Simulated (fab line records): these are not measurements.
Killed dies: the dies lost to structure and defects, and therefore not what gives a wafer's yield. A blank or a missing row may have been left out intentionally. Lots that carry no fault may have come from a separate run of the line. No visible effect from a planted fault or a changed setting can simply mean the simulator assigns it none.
Which tool did it?	flow berkeley-cmos170	42 wafers from 14 lots sampled at 2 of the route's 331 steps

## WHAT THE GAUGES READ, wafer by wafer
UCB170_PSD_CD_MEAS_06 targets a cd of 1200 nm.
lot	measured	on	cd-nm (nm)
L233	day 7 14:07	cd-sem-02	1198.1 1198.3 1198.0
L232	day 7 15:09	cd-sem-02	1201.3 1198.1 1199.3
L236	day 7 22:55	cd-sem-01	1200.9 1201.1 1202.0
L235	day 7 23:11	cd-sem-02	1200.0 1200.1 1199.2
L239	day 9 02:28	cd-sem-01	1197.8 1198.9 1198.0
L240	day 9 02:29	cd-sem-02	1198.6 1200.0 1196.7
L238	day 9 02:46	cd-sem-02	1200.6 1200.1 1200.9
L245	day 9 21:19	cd-sem-02	1200.4 1201.0 1200.6
L246	day 9 21:29	cd-sem-01	1198.8 1200.0 1201.0
L244	day 9 21:39	cd-sem-02	1223.1 1224.4 1223.4
L243	day 9 21:59	cd-sem-02	1199.5 1200.1 1200.2
L242	day 10 02:50	cd-sem-02	1217.3 1216.9 1217.7
L252	day 11 04:58	cd-sem-02	1202.3 1203.3 1200.6
L254	day 11 20:32	cd-sem-02	1197.9 1197.9 1197.2

## EACH LOT AND THE TOOL THAT RAN IT (in order: tool; ch and the chambers of the sampled wafers; start)
lot	UCB170_PSD_PEB_04
L233	litho-track-02 ch 0, day 7 13:50
L232	litho-track-02 ch 0, day 7 14:53
L236	litho-track-03 ch 0, day 7 22:38
L235	litho-track-03 ch 0, day 7 22:55
L239	litho-track-03 ch 0, day 9 02:00
L240	litho-track-01 ch 0, day 9 02:00
L238	litho-track-01 ch 0, day 9 02:00
L245	litho-track-02 ch 0, day 9 21:02
L246	litho-track-01 ch 0, day 9 21:12
L244	litho-track-02 ch 0, day 9 21:23
L243	litho-track-03 ch 0, day 9 21:43
L242	litho-track-02 ch 0, day 10 02:34
L252	litho-track-01 ch 0, day 11 04:41
L254	litho-track-01 ch 0, day 11 20:16
- UCB170_PSD_PEB_04

## AS READ BY THE TOOLS THEMSELVES (means over the sampled wafers that have a number; for cases with no such wafer, the mark the record gives instead)
UCB170_PSD_PEB_04.
lot	tool	chill-plate-temp-C (C)	heater-power-total-W (W)	plate-temp-C (C)
L233	litho-track-02	22.90	56.80	130.05
L232	litho-track-02	23.16	56.78	129.85
L236	litho-track-03	23.01	56.83	129.85
L235	litho-track-03	23.02	56.79	130.14
L239	litho-track-03	22.96	56.77	130.11
L240	litho-track-01	23.01	56.80	130.22
L238	litho-track-01	23.03	56.79	129.93
L245	litho-track-02	23.00	56.80	130.13
L246	litho-track-01	23.01	56.81	130.08
L244	litho-track-02	22.87	59.09	134.02
L243	litho-track-03	23.21	56.80	130.05
L242	litho-track-02	22.92	59.09	133.97
L252	litho-track-01	22.98	56.83	130.14
L254	litho-track-01	22.89	56.82	130.11

## THE ANSWER, worked out from the rows above alone
Rule: what is usual is taken from the lots themselves. The widest of any qualifying gaps counts: lots, ordered by their means at a reading, are off when they make up no more than a third of the lots, leave a main group of 4 or more, and stand apart from it by 3 or more times the standard deviation of that group's means. If all means in a main group match to the digits the tables above print for the reading, that group is not used. Also off: a lot with no number at a reading for which 4 or more lots have one. Any other lot the step has rows for is counted as sound. The gauges are gone through in route order, then the tools' own readings, and for those a lot's mean is taken as printed above. At the first step where some lot is off, the reading lying furthest off is the one used; lots without a number count as furthest.
Off at UCB170_PSD_CD_MEAS_06 (cd-nm): L244, L242. Main group: mean 1199.7 nm, sd 1.3.
If a tool, at a process step before that reading, ran all the lots that are off and no sound lot after the first of them, it fits. Not tried: the gauges at UCB170_PSD_CD_MEAS_06; whatever is off there is also off at UCB170_PSD_PEB_04, on other tools, and gauge error can't account for it. One fits: litho-track-02 at UCB170_PSD_PEB_04. Its last sound lot is L245 (day 9 21:02), its first lot that is off L244 (day 9 21:23): a fault that began between those two fits.
The tool's own readings at UCB170_PSD_PEB_04 bear it out: on the lots that are off they differ by more than 5 times the standard deviation of the sound lots' means. heater-power-total-W reads 59.09 W there against 56.80 W on the sound lots; plate-temp-C reads 134.00 C there against 130.06 C on the sound lots.

## WHAT HAD BEEN PUT IN BY THE SIMULATOR
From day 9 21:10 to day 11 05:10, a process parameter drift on litho-track-02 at UCB170_PSD_PEB_04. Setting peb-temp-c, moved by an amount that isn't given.
Lots struck among those shown: L244, L242. Same finding as the rule above.
